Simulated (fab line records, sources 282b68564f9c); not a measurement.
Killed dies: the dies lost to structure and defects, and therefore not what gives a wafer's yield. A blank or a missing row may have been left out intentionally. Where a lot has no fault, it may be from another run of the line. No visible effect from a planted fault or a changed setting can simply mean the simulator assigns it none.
fab line records ; flow rit_cmos
record lots=5; wafers=15; last_day=6
route steps=202 shown GATE@89 REOX@98 NLDD@103 PLDD@114 SPACER@125 SDANNEAL@155 M1@202
lots that met no fault: from a run of the same line without faults
start_h: hours from the record's opening day to when the first of the lot's shown wafers began ; wait_h: time in hours since the lot's previous step ; " same as the row above ; L1.1+2: one row covering several wafers at once ; - value missing, or start not given ; * or withheld: withheld ; < > ~ a bound
route shown NAME@n: a module of which the file shows steps, and the number in the route of the first ; usual: average and standard deviation across the fault-free wafers ; same: alike in all rows ; chamber/n: place in a boat ; sites: the reading at each site ; _std_site: how widely they spread, as a standard deviation ; _edge_site: inner sites' mean taken away from outer sites' mean ; radius_mm: for every site, how far away it sits from the centre of the wafer ; mask NAME#n: copy n ; behind: the most recent tool/chamber to have shaped the wafer ; hold: the reason the lot was held/the length of the hold in hours/how it ended ; device: the transistor (n, p or np) that didn't switch ; end of line: at the end of the route, the tests of the same wafers ; a step given without rows: its recipe and nothing more ; killed: not the wafer's yield, but the dies lost to structure and defects at the first sort ; map: shows each die of a wafer: x if killed, . if not, _ if none is there
set.NAME: the run value of the setting; set.NAME@STEP: its run value at that earlier step ; model.NAME: the simulator's own value behind a step, which no gauge read
lots seen at some steps along the route; tables by step, rows by wafer
services: the hour from which a tool's chamber was out of use, counted from the record's first day as start_h (under 0 if before that day), plus the number of hours and why
## steps
# step RIT_GATE_EXPOSE_13
# recipe mask_id=M6; na=0.6; source_shape=conventional; sigma_outer=0.6; target_cd_nm=150; dose_mj=380
# step RIT_GATE_PEB_14
# recipe resist=NOVOLAK; temp_c=withheld; time_s=withheld
# step RIT_GATE_DEVELOP_15
# recipe resist=NOVOLAK; develop_time_s=50; dev_temp_c=23
# step RIT_GATE_HARDBAKE_18
# recipe resist=NOVOLAK; temp_c=140; time_s=60
# step RIT_GATE_ETCH_19
# recipe chemistry=SF6/CHF3/O2; time_s=165; SF6_flow_sccm=30; CHF3_flow_sccm=30; O2_flow_sccm=5; target=poly-Si; pressure_mtorr=40; rf_w=160; target_depth_a=3125; over_etch_frac=0.25; stop_on=SiO2
# step RIT_GATE_STRIP_20
# recipe chemistry=O2; time_s=180; resist=NOVOLAK; platen_temp_c=withheld; power_w=500; pressure_mtorr=4000; o2_flow_sccm=4000
# step RIT_REOX_CLEAN_00
# recipe chemistry=SC1; mix=3:3:50; time_s=600; temp_c=74.65
# step RIT_REOX_CLEAN_01
# recipe chemistry=dHF; dilution=50:1; time_s=30
# step RIT_REOX_CLEAN_02
# recipe chemistry=SC2; mix=3:3:50; time_s=600; temp_c=75; dry=n2_spin
# step RIT_REOX_OXIDATION_03
# recipe temp_c=900; ambient=O2; target_thk_a=252; ox_time_s=5580
# usual spike_tc_centre_C=902.6/1.1; spike_tc_load_C=925/4.6; spike_tc_source_C=922.1/2.9; tube_center_temp_C=899.99/0.082; tube_center_temp_C_max=902.4/0.38; zone_power_centre_pct=44/3.4; zone_power_load_pct=25.9/0.63; zone_power_source_pct=24.7/0.46
lot.wafer;tool;chamber;start_h;wait_h;spike_tc_centre_C;spike_tc_load_C;spike_tc_source_C;tube_center_temp_C;tube_center_temp_C_max;zone_power_centre_pct;zone_power_load_pct;zone_power_source_pct;model.SiO2_of_REOX_OXIDATION_03.thk_nm;model.poly-Si_of_GATE_CVD_08.thk_nm
L806.1;furnace-02;0;45.94;1.1;903.2;920;919.4;900.1;903.0;48;25.4;24.4;24.84;232.2
L806.3;furnace-02;0;45.94;1.1;902.6;921;918.2;899.95;902.6;47;25.6;24.3;24.99;231.9
L806.5;furnace-02;0;45.94;1.1;903.3;920;917.8;899.85;901.7;47;25.2;24.7;24.54;233.1
L815.3;furnace-02;0;91.91;0.0;862.8;878;877.7;859.35;862.1;45;23.1;22.1;18.03;236
L815.5;furnace-02;0;91.91;0.0;861.3;876;878.2;859.28;861.2;45;23.2;22.2;17.64;237.8
L815.6;furnace-02;0;91.91;0.0;862.0;878;878.7;859.22;860.9;45;23.5;21.9;17.34;240.1
L816.2;furnace-02;0;95.78;1.0;861.9;879;877.6;859.29;861.4;45;23.1;21.9;17.48;235.2
L816.3;furnace-02;0;95.78;1.0;862.3;879;878.2;859.22;861.4;46;23.4;21.8;17.16;235.9
L816.5;furnace-02;0;95.78;1.0;861.8;877;876.7;859.22;861.2;45;23.1;22.0;17.59;234.5
L817.1;furnace-02;0;99.14;0.0;861.3;879;877.7;859.12;861.5;44;23.2;22.1;16.9;242.2
L817.3;furnace-02;0;99.14;0.0;861.4;878;877.6;859.24;861.5;46;23.5;22.1;17.36;241.2
L817.6;furnace-02;0;99.14;0.0;860.9;876;877.1;859.27;861.8;46;23.5;21.7;17.42;240.4
L821.1;furnace-01;0;119.55;0.0;904.5;930;921.3;899.83;902.0;44;24.8;25.5;24.87;233.2
L821.2;furnace-01;0;119.55;0.0;905.4;926;922.7;900.06;902.2;44;24.9;25.3;24.84;233.5
L821.5;furnace-01;0;119.55;0.0;904.2;928;922.1;899.95;902.1;44;25.0;25.1;25.16;233.3
# step RIT_REOX_THK_MEAS_04
# recipe reads=SiO2_of_REOX_OXIDATION_03
# usual REOX_OXIDE_THK=25.5/0.58
lot.wafer;tool;chamber;start_h;wait_h;REOX_OXIDE_THK[nm]
L806.1;film_metro-03;-;48.49;0.0;24.8
L806.3;film_metro-03;-;48.49;0.0;25.0
L806.5;film_metro-03;-;48.49;0.0;24.5
L815.3;film_metro-04;-;94.48;0.0;18.0
L815.5;film_metro-04;-;94.48;0.0;17.6
L815.6;film_metro-04;-;94.48;0.0;17.4
L816.2;film_metro-04;-;98.34;0.0;17.5
L816.3;film_metro-04;-;98.34;0.0;17.2
L816.5;film_metro-04;-;98.34;0.0;17.6
L817.1;film_metro-02;-;101.69;0.0;16.9
L817.3;film_metro-02;-;101.69;0.0;17.3
L817.6;film_metro-02;-;101.69;0.0;17.5
L821.1;film_metro-03;-;122.10;0.0;24.9
L821.2;film_metro-03;-;122.10;0.0;24.8
L821.5;film_metro-03;-;122.10;0.0;25.2
# step RIT_NLDD_HMDS_00
# recipe prime_time_s=60; prime_temp_c=140
# step RIT_NLDD_COAT_01
# recipe resist=NOVOLAK; spin_rpm=3250; resist_thk_nm=1000
# step RIT_NLDD_SOFTBAKE_02
# recipe resist=NOVOLAK; temp_c=90; time_s=60
# step RIT_NLDD_EXPOSE_03
# recipe mask_id=M7; na=0.57; target_cd_nm=40700; dose_mj=250
# step RIT_NLDD_PEB_04
# recipe resist=NOVOLAK; temp_c=withheld; time_s=withheld
# step RIT_NLDD_DEVELOP_05
# recipe resist=NOVOLAK; develop_time_s=50; dev_temp_c=23
# step RIT_NLDD_HARDBAKE_07
# recipe resist=NOVOLAK; temp_c=140; time_s=60
# step RIT_NLDD_IMPLANT_08
# recipe species=P; energy_kev=19.89; dose_cm2=5e+14; tilt_deg=7
# step RIT_NLDD_STRIP_09
# recipe chemistry=O2; time_s=180; resist=NOVOLAK; platen_temp_c=withheld; power_w=500; pressure_mtorr=4000; o2_flow_sccm=4000
# step RIT_PLDD_HMDS_00
# recipe prime_time_s=60; prime_temp_c=140
# step RIT_PLDD_COAT_01
# recipe resist=NOVOLAK; spin_rpm=3250; resist_thk_nm=1000
# step RIT_PLDD_SOFTBAKE_02
# recipe resist=NOVOLAK; temp_c=90; time_s=60
# step RIT_PLDD_EXPOSE_03
# recipe mask_id=M8; na=0.57; target_cd_nm=40900; dose_mj=250
# step RIT_PLDD_PEB_04
# recipe resist=NOVOLAK; temp_c=withheld; time_s=withheld
# step RIT_PLDD_DEVELOP_05
# recipe resist=NOVOLAK; develop_time_s=50; dev_temp_c=23
# step RIT_PLDD_HARDBAKE_07
# recipe resist=NOVOLAK; temp_c=140; time_s=60
# step RIT_PLDD_IMPLANT_08
# recipe species=BF2; energy_kev=20; dose_cm2=9e+14; tilt_deg=7
# step RIT_PLDD_STRIP_09
# recipe chemistry=O2; time_s=180; resist=NOVOLAK; platen_temp_c=withheld; power_w=500; pressure_mtorr=4000; o2_flow_sccm=4000
# step RIT_SPACER_CLEAN_00
# recipe chemistry=SC1; mix=3:3:50; time_s=600; temp_c=75
lot.wafer;tool;chamber;start_h;wait_h;model.SiO2_of_REOX_OXIDATION_03.thk_nm
L806.1;wet_bench-02;1;51.66;0.1;22.95
L806.3;wet_bench-02;1;51.66;0.1;23.07
L806.5;wet_bench-02;1;51.66;0.1;22.67
L815.3;wet_bench-02;3;97.61;0.0;16.65
L815.5;wet_bench-02;3;97.61;0.0;16.29
L815.6;wet_bench-02;3;97.61;0.0;16.01
L816.2;wet_bench-01;1;101.44;0.0;16.13
L816.3;wet_bench-01;1;101.44;0.0;15.84
L816.5;wet_bench-01;1;101.44;0.0;16.23
L817.1;wet_bench-02;3;104.94;0.1;15.58
L817.3;wet_bench-02;3;104.94;0.1;16.01
L817.6;wet_bench-02;3;104.94;0.1;16.06
L821.1;wet_bench-01;0;125.13;0.1;22.92
L821.2;wet_bench-01;0;125.13;0.1;22.89
L821.5;wet_bench-01;0;125.13;0.1;23.19
# step RIT_SPACER_CLEAN_01
# recipe chemistry=dHF; dilution=50:1; time_s=28.75
# step RIT_SPACER_CLEAN_02
# recipe chemistry=SC2; mix=3:3:50; time_s=600; temp_c=75; dry=n2_spin
# step RIT_SPACER_CVD_03
# recipe material=Si3N4; target_thk_nm=250; temp_c=810; precursor=SiH2Cl2/NH3; time_s=3300; pressure_mtorr=300; sih2cl2_flow_sccm=60; nh3_flow_sccm=150
# step RIT_SPACER_ETCHBACK_05
# recipe target_depth_a=2500; SF6_flow_sccm=30; CHF3_flow_sccm=30; target=Si3N4; chemistry=SF6/CHF3; pressure_mtorr=40; rf_w=250; time_s=240; stop_on=SiO2
# step RIT_SDANNEAL_CLEAN_02
# recipe chemistry=SC2; mix=3:3:50; time_s=600; temp_c=75; dry=n2_spin
lot.wafer;tool;chamber;start_h;wait_h;model.poly-Si_of_GATE_CVD_08.thk_nm
L806.1;wet_bench-04;2;57.64;0.0;164.6
L806.3;wet_bench-04;2;57.64;0.0;161.4
L806.5;wet_bench-04;2;57.64;0.0;165.5
L815.3;wet_bench-02;3;103.55;0.0;165.5
L815.5;wet_bench-02;3;103.55;0.0;166.9
L815.6;wet_bench-02;3;103.55;0.0;172
L816.2;wet_bench-02;2;107.14;0.0;164.3
L816.3;wet_bench-02;2;107.14;0.0;165.9
L816.5;wet_bench-02;2;107.14;0.0;164.5
L817.1;wet_bench-04;0;110.84;0.0;171.2
L817.3+6;wet_bench-04;0;110.84;0.0;170
L821.1;wet_bench-04;0;130.78;0.0;162.4
L821.2;wet_bench-04;0;130.78;0.0;162.3
L821.5;wet_bench-04;0;130.78;0.0;162.8
# step RIT_M1_PROBE_99
# usual killed_at_contacts=0.1/0.26; killed_at_front_end=7/3.2; killed_dies=7/3.2; killed_open=3.2/2.1; killed_short=3.7/2.1
# same gross_dies=264; killed_at_M0_to_M3=0; killed_at_M4_up=0; killed_at_back_side=0; killed_at_other=0
lot.wafer;tool;chamber;start_h;wait_h;killed_at_contacts;killed_at_front_end;killed_dies;killed_open;killed_short;model.etest.pmos_turned.r_on_ohm_um;model.etest.pmos_0p3.r_on_ohm_um;model.etest.pmos_0p15.r_on_ohm_um;model.etest.pldd.rs_ohm_sq;model.etest.nmos_0p15.r_on_ohm_um;model.etest.nmos_0p3.r_on_ohm_um;model.etest.nldd.rs_ohm_sq;model.etest.nmos_turned.drive_ua_um
L806.1;prober-01;-;65.52;0.1;0;11;11;4;7;3365;6333;2702;486.1;1078;2110;371.1;338.1
L806.3;prober-01;-;65.62;0.2;0;9;9;4;5;3494;6483;2796;493.9;1125;2205;377.4;328.2
L806.5;prober-01;-;65.72;0.2;0;3;3;2;1;3375;6322;2764;471.8;1080;2121;365.2;338.8
L815.3;prober-02;-;111.75;0.2;0;7;7;3;4;2850;5870;2385;299;1058;2090;273.3;412.1
L815.5;prober-02;-;111.85;0.2;0;5;5;2;3;2910;6027;2458;293.1;1076;2130;267.7;405.7
L815.6;prober-02;-;111.90;0.2;0;12;12;7;5;2792;5976;2338;288;1011;2093;264.4;407.8
L816.2;prober-01;-;115.63;0.1;0;9;9;3;6;2830;5855;2404;300.1;1067;2091;274;408.5
L816.3;prober-01;-;115.68;0.2;1;7;8;4;3;2761;5790;2374;296.7;1042;2076;269.2;407.3
L816.5;prober-01;-;115.78;0.2;0;1;1;1;0;2806;5796;2397;303.4;1051;2075;275.8;403.7
L817.1;prober-02;-;119.62;0.1;0;7;7;5;2;2750;5881;2311;282.9;1033;2082;272.5;406.9
L817.3;prober-02;-;119.72;0.2;0;11;11;4;7;2741;5805;2310;287.4;1035;2072;276.1;403.9
L817.6;prober-02;-;119.87;0.2;0;5;5;2;3;2827;5904;2391;286.6;1060;2098;274.6;401.1
L821.1;prober-02;-;138.56;0.1;0;3;3;0;3;3492;6397;2813;495.7;1140;2192;355.9;326.4
L821.2;prober-02;-;138.61;0.1;0;4;4;2;2;3613;6526;2930;483.4;1169;2236;354.9;320.1
L821.5;prober-02;-;138.76;0.2;0;5;5;2;3;3565;6502;2900;505.8;1172;2226;362.4;316.1
# killed by level:class
L806.1 FOX1:geometric_particle:short=3 REOX:geometric_particle:short=2 FOX1:geometric_particle:open=1 GATE:geometric_particle:open=1 FOX2:geometric_particle:short=1 GATE:geometric_particle:short=1 REOX:geometric_particle:open=1 SILICIDE:geometric_particle:open=1
L806.3 GATE:geometric_particle:short=3 FOX1:geometric_particle:short=1 FOX2:geometric_particle:open=1 GATE:geometric_particle:open=1 REOX:geometric_particle:open=1 SPACER:geometric_particle:short=1 SPACER:geometric_particle:open=1
L806.5 FOX1:geometric_particle:open=1 GATE:geometric_particle:open=1 SILICIDE:geometric_particle:short=1
L815.3 FOX2:geometric_particle:open=2 FOX1:geometric_particle:open=1 FOX1:geometric_particle:short=1 FOX2:geometric_particle:short=1 GATE:geometric_particle:short=1 REOX:geometric_particle:short=1
L815.5 FOX2:geometric_particle:short=2 FOX2:geometric_particle:open=1 GATE:geometric_particle:short=1 REOX:geometric_particle:open=1
L815.6 SPACER:geometric_particle:open=3 FOX2:geometric_particle:short=2 SPACER:geometric_particle:short=2 FOX1:geometric_particle:open=1 FOX2:geometric_particle:open=1 GATE:geometric_particle:open=1 REOX:geometric_particle:open=1 REOX:geometric_particle:short=1
L816.2 GATE:geometric_particle:open=2 GATE:geometric_particle:short=2 REOX:geometric_particle:short=2 ACTIVE:geometric_particle:short=1 FOX1:geometric_particle:short=1 REOX:geometric_particle:open=1
L816.3 GATE:geometric_particle:open=2 GATE:geometric_particle:short=2 REOX:geometric_particle:open=1 SILICIDE:geometric_particle:short=1 CONTACT:geometric_particle:open=1 NWELL:coat_microbubble_printed=1
L816.5 SPACER:geometric_particle:open=1
L817.1 FOX1:geometric_particle:short=2 GATE:geometric_particle:open=2 REOX:geometric_particle:open=2 FOX1:geometric_particle:open=1
L817.3 GATE:geometric_particle:short=5 FOX1:geometric_particle:open=1 FOX1:geometric_particle:short=1 GATE:geometric_particle:open=1 REOX:geometric_particle:open=1 SILICIDE:geometric_particle:short=1 SILICIDE:geometric_particle:open=1
L817.6 FOX1:geometric_particle:open=1 FOX1:geometric_particle:short=1 FOX2:geometric_particle:open=1 GATE:geometric_particle:short=1 REOX:geometric_particle:short=1
L821.1 GATE:geometric_particle:short=1 REOX:geometric_particle:short=1 SILICIDE:geometric_particle:short=1
L821.2 FOX2:geometric_particle:open=1 GATE:geometric_particle:short=1 SILICIDE:geometric_particle:short=1 SILICIDE:geometric_particle:open=1
L821.5 FOX1:geometric_particle:short=1 FOX2:geometric_particle:open=1 FOX2:geometric_particle:short=1 GATE:geometric_particle:open=1 SPACER:geometric_particle:short=1
## services
tool;chamber;start_h;hours;kind
wet_bench-04;-;93.48;7.8;repair
furnace-01;-;112.71;2.9;pm
furnace-01;-;128.76;3.0;pm
## key
first_sign step=RIT_REOX_OXIDATION_03; reading=tube_center_temp_C; direction=down; sigmas=99+; usual=*; struck=*
effect step=RIT_REOX_OXIDATION_03; reading=tube_center_temp_C_max; direction=down; sigmas=99+; usual=*; struck=*
effect step=RIT_REOX_THK_MEAS_04; reading=REOX_OXIDE_THK; direction=down; sigmas=14; usual=25.5; struck=17.4
model_effect step=RIT_REOX_OXIDATION_03; value=SiO2_of_REOX_OXIDATION_03.thk_nm; without=26.28; struck=17.44
model_effect step=RIT_SPACER_CLEAN_00; value=SiO2_of_REOX_OXIDATION_03.thk_nm; without=24.25; struck=16.09
model_effect step=RIT_SDANNEAL_CLEAN_02; value=poly-Si_of_GATE_CVD_08.thk_nm; without=163.4; struck=167.8
model_effect step=RIT_M1_PROBE_99; value=etest.pmos_turned.r_on_ohm_um; without=3782; struck=2807
met_at RIT_REOX_OXIDATION_03
struck_wafers L815.3,L815.5,L815.6,L816.2,L816.3,L816.5,L817.1,L817.3,L817.6
tester_left_out L815,L816,L817
fault kind=process_parameter_drift; tool=furnace-02; chamber=-; onset_h=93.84; steps=RIT_REOX_OXIDATION_03; channel=temp_c; offset=*; shape=step; end_h=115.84; acts_in=*; stated=*
# tester_left_out: of these lots the tester's yield and bins aren't shown, on N5 and GAA mostly nor the transistor test; their killed dies are dies lost to structure and defects alone, not to doping, threshold or leakage, so they don't give the yield
